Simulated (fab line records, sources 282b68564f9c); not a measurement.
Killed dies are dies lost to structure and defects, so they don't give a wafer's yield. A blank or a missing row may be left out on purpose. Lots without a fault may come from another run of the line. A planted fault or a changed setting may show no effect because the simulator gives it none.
A struck lot beside a sound one | flow rit_cmos | 19 steps out of a route of 202
Sound: wafers L278.4, L278.5, L278.6. Struck: wafers L281.1, L281.4, L281.5. The cause comes at the end.
At each step with rows: each side's tool, then ch and its chambers, then its first start. Under that, the readings that differ: sound wafers | struck wafers | difference of the means | sigmas: that difference in standard deviations of wafers without a fault.
alike: readings whose means differ by less than 2 such deviations, and words and numbers that are the same on both sides. not compared: withheld readings, readings that some wafer has no value for, bounds like >300 that may hide the same value, and numbers for which the record gives no deviation and whose values overlap.
The two part at a step that has a row with sigmas, a row that says differs or no value, or rows on one side only. Numbers that don't overlap but have no deviation are shown without sigmas and don't part them. A reading that every wafer of one side lacks parts them only if that side has two wafers or more.

RIT_CONTACT_STRIP_12: strips in O2, time 180 s.
  sound on plasma_asher-04 ch 0,1, day 4 10:30; struck on plasma_asher-01 ch 0,1, day 5 01:58
  alike: drypump_motor_current_A, rf_refl_power_W
  not compared: rf_hours_counter_h
RIT_CONTACT_CD_MEAS_90: target cd 1000 nm.
  sound on cd_sem-01, day 4 10:44; struck on cd_sem-01, day 5 02:08
  alike: cd_nm
then, 2 steps without rows for these wafers: RIT_CONTACT_CLEAN_13 (cleans in SC1, time 600 s); RIT_CONTACT_CLEAN_14 (cleans in SC2, time 600 s).
RIT_M1_SPUTTER_00: material Al, target thk 400 nm, time 500 s.
  sound on pvd_sputter-03, day 4 11:11; struck on pvd_sputter-04, day 5 02:37
  alike: throttle_valve_pct
RIT_M1_RS_MEAS_01: measures by four-point-probe.
  sound on film_metro-04, day 4 11:32; struck on film_metro-02, day 5 02:55
  alike: M1_AL_RS
RIT_M1_THK_MEAS_02: measures by xrf.
  sound on film_metro-04, day 4 11:38; struck on film_metro-02, day 5 03:02
  alike: M1_AL_THK
then, 5 steps without rows for these wafers: RIT_M1_HMDS_03 (prime time 60 s); RIT_M1_COAT_04 (resist thk 1322 nm); RIT_M1_SOFTBAKE_05 (time 60 s); RIT_M1_EXPOSE_06 (exposes mask M12, target cd 2600 nm); RIT_M1_PEB_07.
RIT_M1_DEVELOP_08: develop time 68 s.
  sound on litho_track-02 ch 0, day 4 12:00; struck on litho_track-02 ch 0, day 5 04:00
  alike: chill_plate_temp_C, resist_line_temp_C
RIT_M1_CD_MEAS_09: target cd 2600 nm.
  sound on cd_sem-01, day 4 12:39; struck on cd_sem-02, day 5 04:14
  reading    | sound                | struck               | difference | sigmas
  cd_nm (nm) | 2593.6 2589.6 2592.1 | 2614.6 2613.4 2614.2 | +22.3      | +8
RIT_M1_OVL_MEAS_10:
  sound on overlay-02, day 4 12:43; struck on overlay-02, day 5 04:21
  alike: M1_OVL
then, 1 step without rows for these wafers: RIT_M1_HARDBAKE_11 (time 120 s).
RIT_M1_METAL_ETCH_12: etches Al in Cl2/BCl3, stops on SiO2, time 165 s, target depth 600 nm.
  sound on rie_metal-03 ch 0,1, day 4 13:03; struck on rie_metal-03 ch 0,1, day 5 04:38
  reading             | sound          | struck         | difference | sigmas
  model.M1.cd_nm (nm) | 2592 2591 2589 | 2611 2609 2614 | +21        |
  alike: drypump_motor_current_A, oes_product_au, throttle_valve_pct
  not compared: rf_hours_counter_h
then, 1 step without rows for these wafers: RIT_M1_STRIP_13 (strips in nmp, time 600 s).
RIT_M1_PROBE_99:
  sound on prober-02, day 4 15:24; struck on prober-01, day 5 06:53
  reading                      | sound          | struck         | difference | sigmas
  model.etest.m1.width_nm (nm) | 2590 2594 2590 | 2615 2607 2626 | +25        |
  alike: defect_limited_yield, killed_at_M0_to_M3, killed_at_contacts, killed_at_front_end, killed_dies, killed_open, killed_short, sort_bin_3_pad_short, sort_bin_5_function, sort_bin_6_memory, sort_n_pass, sort_yield_pct

WHERE THEY PART
Only at RIT_M1_CD_MEAS_09, within this record. Later steps at which nothing parts them and some readings are alike: RIT_M1_OVL_MEAS_10, RIT_M1_METAL_ETCH_12, RIT_M1_PROBE_99.

WHY: what the simulator had put in
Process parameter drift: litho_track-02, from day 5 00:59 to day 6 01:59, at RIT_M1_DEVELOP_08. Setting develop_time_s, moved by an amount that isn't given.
